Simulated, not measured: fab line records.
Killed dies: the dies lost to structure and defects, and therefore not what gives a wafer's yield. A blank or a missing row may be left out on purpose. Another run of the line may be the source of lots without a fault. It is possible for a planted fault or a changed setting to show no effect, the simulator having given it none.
Check for tools in common    flow berkeley cmos170    14 lots and 42 wafers in the sample

== WHY THIS WAS OPENED ==
UCB170_SDANNEAL_RS_MEAS_02, reading PSD_RS: flagged on 2 of 14 lots. Fault-free wafers read 75.48 ohm/sq, with a standard deviation of 0.28.
Rule: flag the lot when none of its wafers has a number, or when each of its wafers that has one lies beyond 4 standard deviations from that mean. The other lots count as sound.

lot   measured      on             PSD_RS (ohm/sq), wafer by wafer  flag
L448  day 8 10:31   film metro-03  75.27 75.05 75.31                
L447  day 8 10:57   film metro-02  75.87 76.16 75.83                
L446  day 8 11:10   film metro-03  75.01 75.36 75.31                
L450  day 8 18:34   film metro-04  75.47 75.47 75.60                
L449  day 8 18:47   film metro-03  75.56 75.62 75.86                
L451  day 9 13:09   film metro-03  75.89 75.76 75.73                
L452  day 9 13:46   film metro-03  75.46 75.44 75.67                
L456  day 10 07:41  film metro-04  84.46 84.42 84.31                FLAGGED
L458  day 10 12:42  film metro-03  83.88 83.63 83.98                FLAGGED
L459  day 11 01:16  film metro-04  75.46 75.51 75.35                
L461  day 11 10:19  film metro-03  74.85 75.25 75.48                
L464  day 12 04:02  film metro-04  75.65 75.79 75.39                
L466  day 12 09:59  film metro-04  74.97 75.29 75.39                
L469  day 12 21:29  film metro-02  75.65 75.31 75.64                
On average the flagged lots' numbers are 84.11 ohm/sq, which is +8.63 ohm/sq against the usual, or +31 standard deviations.

== WHICH TOOL EACH LOT WENT THROUGH ==
The record holds 3 process steps before the reading, out of a route of 331 steps. Read each cell as the tool, then ch plus the chambers that the sampled wafers visited, then the start.
lot   flag     UCB170_SPACER_CVD_00             UCB170_SDANNEAL_RTA_00            UCB170_SDANNEAL_RTA_01
L448           pecvd-04 ch 0,2, day 7 22:06     rtp anneal-01 ch 0, day 8 10:23   rtp anneal-01 ch 0, day 8 10:27
L447           pecvd-02 ch 0,1,2, day 7 22:06   rtp anneal-01 ch 0, day 8 10:49   rtp anneal-01 ch 0, day 8 10:52
L446           pecvd-01 ch 0,1,2, day 7 22:10   rtp anneal-02 ch 0, day 8 10:53   rtp anneal-02 ch 0, day 8 10:56
L450           pecvd-01 ch 0,1, day 8 07:52     rtp anneal-02 ch 0, day 8 18:26   rtp anneal-02 ch 0, day 8 18:30
L449           pecvd-04 ch 0,1, day 8 08:10     rtp anneal-01 ch 0, day 8 18:39   rtp anneal-01 ch 0, day 8 18:43
L451           pecvd-01 ch 0,1,2, day 8 22:23   rtp anneal-02 ch 0, day 9 13:02   rtp anneal-02 ch 0, day 9 13:06
L452           pecvd-02 ch 0,2, day 8 21:29     rtp anneal-01 ch 0, day 9 13:38   rtp anneal-01 ch 0, day 9 13:41
L456  FLAGGED  pecvd-02 ch 0,1,2, day 9 18:20   rtp anneal-01 ch 0, day 10 07:34  rtp anneal-01 ch 0, day 10 07:37
L458  FLAGGED  pecvd-01 ch 0,2, day 10 03:37    rtp anneal-01 ch 0, day 10 12:35  rtp anneal-01 ch 0, day 10 12:38
L459           pecvd-02 ch 0,1,2, day 10 11:31  rtp anneal-02 ch 0, day 11 01:07  rtp anneal-02 ch 0, day 11 01:11
L461           pecvd-01 ch 1,2, day 11 01:43    rtp anneal-02 ch 0, day 11 10:04  rtp anneal-02 ch 0, day 11 10:12
L464           pecvd-01 ch 0,1,2, day 11 16:05  rtp anneal-02 ch 0, day 12 03:54  rtp anneal-02 ch 0, day 12 03:58
L466           pecvd-02 ch 0,1, day 12 00:56    rtp anneal-02 ch 0, day 12 09:52  rtp anneal-02 ch 0, day 12 09:56
L469           pecvd-01 ch 0,2, day 12 07:22    rtp anneal-02 ch 0, day 12 21:22  rtp anneal-02 ch 0, day 12 21:25
What these steps do:
- UCB170_SPACER_CVD_00: deposits SiO2 from TEOS/O2, target thk 376 nm, time 47 s.
- UCB170_SDANNEAL_RTA_00: time 10 s.
- UCB170_SDANNEAL_RTA_01: time 5 s.
- UCB170_SDANNEAL_RS_MEAS_02: measures by four-point-probe.

== FLAGGED OVER TOTAL, TOOL BY TOOL (the gauges that took the reading come last) ==
step                        tool           lots run  flagged  share of the flagged lots  sound lots run after its first flagged lot
UCB170_SPACER_CVD_00        pecvd-01       7         1        some                       3 (L461,L464,L469)
UCB170_SPACER_CVD_00        pecvd-02       5         1        some                       2 (L459,L466)
UCB170_SPACER_CVD_00        pecvd-04       2         0        none                       -
UCB170_SDANNEAL_RTA_00      rtp anneal-01  6         2        all                        0
UCB170_SDANNEAL_RTA_00      rtp anneal-02  8         0        none                       -
UCB170_SDANNEAL_RTA_01      rtp anneal-01  6         2        all                        0
UCB170_SDANNEAL_RTA_01      rtp anneal-02  8         0        none                       -
UCB170_SDANNEAL_RS_MEAS_02  film metro-02  2         0        none                       -
UCB170_SDANNEAL_RS_MEAS_02  film metro-03  7         1        some                       1 (L461)
UCB170_SDANNEAL_RS_MEAS_02  film metro-04  5         1        some                       3 (L459,L464,L466)

== WHAT THE TABLE PERMITS ==
Rows of the table that ran all the flagged lots, 2 in number: rtp anneal-01 at UCB170_SDANNEAL_RTA_00; rtp anneal-01 at UCB170_SDANNEAL_RTA_01.
- rtp anneal-01 at UCB170_SDANNEAL_RTA_00 ran 6 lots, 2 of them flagged. Last sound lot L452 at day 9 13:38, first flagged lot L456 at day 10 07:34; a fault beginning in between fits.
- rtp anneal-01 at UCB170_SDANNEAL_RTA_01 ran 6 lots, 2 of them flagged. Last sound lot L452 at day 9 13:41, first flagged lot L456 at day 10 07:37; a fault beginning in between fits.
rtp anneal-01 at UCB170_SDANNEAL_RTA_00 and UCB170_SDANNEAL_RTA_01 is the single tool remaining.

== WHAT THE SIMULATOR PUT IN ==
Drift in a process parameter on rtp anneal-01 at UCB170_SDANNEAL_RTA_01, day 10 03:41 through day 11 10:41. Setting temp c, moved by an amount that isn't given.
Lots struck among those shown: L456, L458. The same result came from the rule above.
